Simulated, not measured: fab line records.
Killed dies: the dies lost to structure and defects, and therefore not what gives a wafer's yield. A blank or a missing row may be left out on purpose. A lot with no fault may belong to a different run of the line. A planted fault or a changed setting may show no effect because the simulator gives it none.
Struck lot and sound lot, side by side || flow berkeleyCmos170 || 16 out of 331 route steps
Sound: the wafers L704.1, L704.2, L704.3. Wafers struck: L715.2, L715.4, L715.6. At the end, the cause is stated.
Order at every step that has rows: each side's tool, ch and its chambers, its first start. Under that, the readings that differ: sound wafers || struck wafers || difference of the means || sigmas: that difference in standard deviations of wafers without a fault.
alike: words and numbers the same on both sides, and readings whose means are apart by under 2 such deviations; not compared: readings that were withheld, readings missing a value for some wafer, numbers with overlapping values and no deviation given by the record, and bounds like >300 which may hide the same value.
A row with sigmas, a row that says differs or no value, or rows on one side alone: a step with any of these is where the two part. Non-overlapping numbers with no deviation appear without sigmas and do not part them. A reading missing from all wafers of one side parts the sides only when that side holds two or more wafers.

UCB170_M1_SPUTTER_00: material Al, target thk 600 nm, time 80 s.
  sound: pvdSputter-04 at day 9 03:00; struck: pvdSputter-01 at day 11 08:10
  alike: throttleValvePct
UCB170_M1_RS_MEAS_01: measurement is done with a four-point probe.
  sound: filmMetro-03 at day 9 03:04; struck: filmMetro-03 at day 11 08:14
  alike: M1_AL_RS
UCB170_M1_THK_MEAS_02: measures by xrf.
  sound: filmMetro-03 at day 9 03:11; struck: filmMetro-03 at day 11 08:21
  alike: M1_AL_THK
then, 6 steps without rows for these wafers: UCB170_M1_COAT_03; UCB170_M1_COAT_04 (resist thk 900 nm); UCB170_M1_SOFTBAKE_05 (time 60 s); UCB170_M1_EXPOSE_06 (exposes mask METAL1, target cd 700 nm); UCB170_M1_PEB_07; UCB170_M1_DEVELOP_08 (develop time 45 s).
UCB170_M1_CD_MEAS_09: target cd 700 nm.
  sound: cdSem-01 at day 9 04:15; struck: cdSem-02 at day 11 10:02
  alike: cdNm
UCB170_M1_OVL_MEAS_10:
  sound: overlay-01 at day 9 04:22; struck: overlay-02 at day 11 10:09
  alike: M1_OVL
UCB170_M1_ETCH_11: etches BARC in N2/H2.
  sound on rieDiel-01 ch 0,1,2, day 9 04:24; struck on rieDiel-01 ch 1,2,3, day 11 10:11
  alike: drypumpMotorCurrentA, oesProductAu, throttleValvePct
UCB170_M1_METAL_ETCH_12: etches Al in Cl2/BCl3, stops on PSG, target depth 780 nm, time 130 s.
  sound on rieMetal-04 ch 0, day 9 04:26; struck on rieMetal-04 ch 1, day 11 10:16
{"reading": "oesProductAu (a.u.)", "sound": "0.851 0.866 0.850", "struck": "0.769 0.770 0.773", "difference": -0.085, "sigmas": -7}
{"reading": "throttleValvePct (%)", "sound": "24.06 24.03 24.04", "struck": "24.63 24.63 24.62", "difference": "+0.58", "sigmas": "+2"}
{"reading": "model.KrF_of_M1_COAT_04.thkNm (nm)", "sound": "434.2 432.1 432", "struck": "602.7 598 597.5", "difference": "+166.6", "sigmas": ""}
{"reading": "model.M1.featureDepthNm (nm)", "sound": "625.6 641.1 625.7", "struck": "493.5 499.8 495.4", "difference": -134.6, "sigmas": ""}
{"reading": "model.etch.depthNm (nm)", "sound": "587.9 603.3 588", "struck": "493.5 499.8 495.4", "difference": -96.8, "sigmas": ""}
  alike: drypumpMotorCurrentA
  not compared: rfHoursCounterH
UCB170_M1_STRIP_13: strips in O2.
  sound on plasmaAsher-04 ch 0,1, day 9 04:43; struck on plasmaAsher-01 ch 1, day 11 10:29
  alike: drypumpMotorCurrentA, oesProductAu
  not compared: rfHoursCounterH
UCB170_M1_CD_MEAS_90: target cd 700 nm.
  sound: cdSem-01 at day 9 04:49; struck: cdSem-01 at day 11 10:36
{"reading": "cdNm (nm)", "sound": "703.2 701.5 704.3", "struck": "715.0 712.7 711.7", "difference": "+10.1", "sigmas": "+3"}
then, 1 step without rows for these wafers: UCB170_M1_ANNEAL_14 (time 1200 s).

## WHERE THEY PART
At UCB170_M1_METAL_ETCH_12 first; at UCB170_M1_CD_MEAS_90 last (within this record only).

WHY: the cause the simulator had injected
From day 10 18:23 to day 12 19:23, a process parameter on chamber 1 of rieMetal-04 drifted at UCB170_M1_METAL_ETCH_12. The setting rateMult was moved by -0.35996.
